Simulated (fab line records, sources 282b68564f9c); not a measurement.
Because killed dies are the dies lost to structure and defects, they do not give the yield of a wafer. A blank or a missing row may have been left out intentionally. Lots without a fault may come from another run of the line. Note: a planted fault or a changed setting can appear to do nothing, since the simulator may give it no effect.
8D (eight disciplines) problem report, filled in by code | flow rit_cmos | the parts of the form that need people (team, actions taken, sign-off) are left out

== 1. THE ISSUE ==
M1_AL_RS at RIT_M1_RS_MEAS_01 reads a mean of 0.0691 ohm/sq on 1 wafer of 1 lot; wafers without a fault read 0.0736 ohm/sq with a standard deviation of 0.00087. That puts it -5.2 standard deviations away from the usual mean.
The step: measures by four-point-probe.
Seen first at day 7 23:40 on film_metro-02, wafer L444.2. The record holds 39 wafers of 13 lots with a number at this step. The rule behind "out" and "out of limits": a value lying over 4 standard deviations away from the usual mean. Any other wafer with a number is counted as sound.

== 2. WHAT IT IS, WHAT IT ISN'T ==
question                    | is               | is not
which readings at this step | M1_AL_RS         | -
which lots                  | L444             | L421, L422, L424, L426, L427, L428, L429, L430, L432, L433, L434, L441
which wafers of those lots  | L444.2           | L444.1, L444.3
read on which gauges        | film_metro-02    | film_metro-01, film_metro-03
when                        | from day 7 23:40 | up to then (38 sound wafers)

== 3. SUSPECTS, AND WHAT RULES EACH OUT ==
Counting: if a tool at a process step up to the reading ran every lot that is out, it stays a suspect. Sound lots after the first of them don't rule it out here, since some wafers of a struck lot are sound.
- ruled out: the gauge at RIT_M1_RS_MEAS_01. All the wafers that are out were read on film_metro-02, but those of them that RIT_M1_METAL_ETCH_12 has rows for are out there too, on other tools.
- pvd_sputter-02 at RIT_M1_SPUTTER_00 (material Al, target thk 400 nm, time 500 s): kept. The lot that is out, L444, ran on it at day 7 23:22; the last sound lot it ran before that was L433, at day 5 16:17.
After counting, what remains is pvd_sputter-02 at RIT_M1_SPUTTER_00.

== 4. THE CAUSE (what the simulator had put in) ==
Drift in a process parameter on pvd_sputter-02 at RIT_M1_SPUTTER_00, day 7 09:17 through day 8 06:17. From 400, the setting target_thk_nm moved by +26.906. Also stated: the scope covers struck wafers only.
The count eliminated every tool but this one.

== 5. THE EFFECT CHAIN, in route order ==
One row per reading whose mean, taken over the struck wafers that have a number, lies over 3 standard deviations from the usual. Scope: only readings with a usual standard deviation given in the record; hours: median across lots of the time from each lot's start at the first step in this table that gives one to its start at this step; sigmas: change in usual standard deviations.
hours | step                 | reading            | usual         | on struck wafers | change  | sigmas
0     | RIT_M1_RS_MEAS_01    | M1_AL_RS           | 0.0736 ohm/sq | 0.0691           | -0.0045 | -5.2
0     | RIT_M1_THK_MEAS_02   | M1_AL_THK          | 396 nm        | 420              | +24     | +3.6
2     | RIT_M1_METAL_ETCH_12 | oes_product_au     | 0.779 a.u.    | 0.833            | +0.054  | +4.2
4     | RIT_M1_PROBE_99      | killed_at_contacts | 0.0           | 1.0              | +1.0    | +4.5
The process steps in it:
- RIT_M1_METAL_ETCH_12: etches Al in Cl2/BCl3, stops on SiO2, time 165 s, target depth 600 nm.
- RIT_M1_PROBE_99

== 6. WHAT WOULD HAVE CAUGHT IT SOONER ==
14 hours passed between the start of the fault at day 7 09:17 and the first reading out of limits at a measuring or inspecting step in this record, taken at day 7 23:40.
Of the tool readings at RIT_M1_SPUTTER_00 for which the record gives a usual standard deviation, none was out on any struck wafer, so an alarm limit of 4 standard deviations on them would not have fired.
By day 7 23:40 the whole set of lots that are out, 1 in number, had already begun RIT_M1_SPUTTER_00 on pvd_sputter-02. A hold on the tool at that time would have spared none of them.
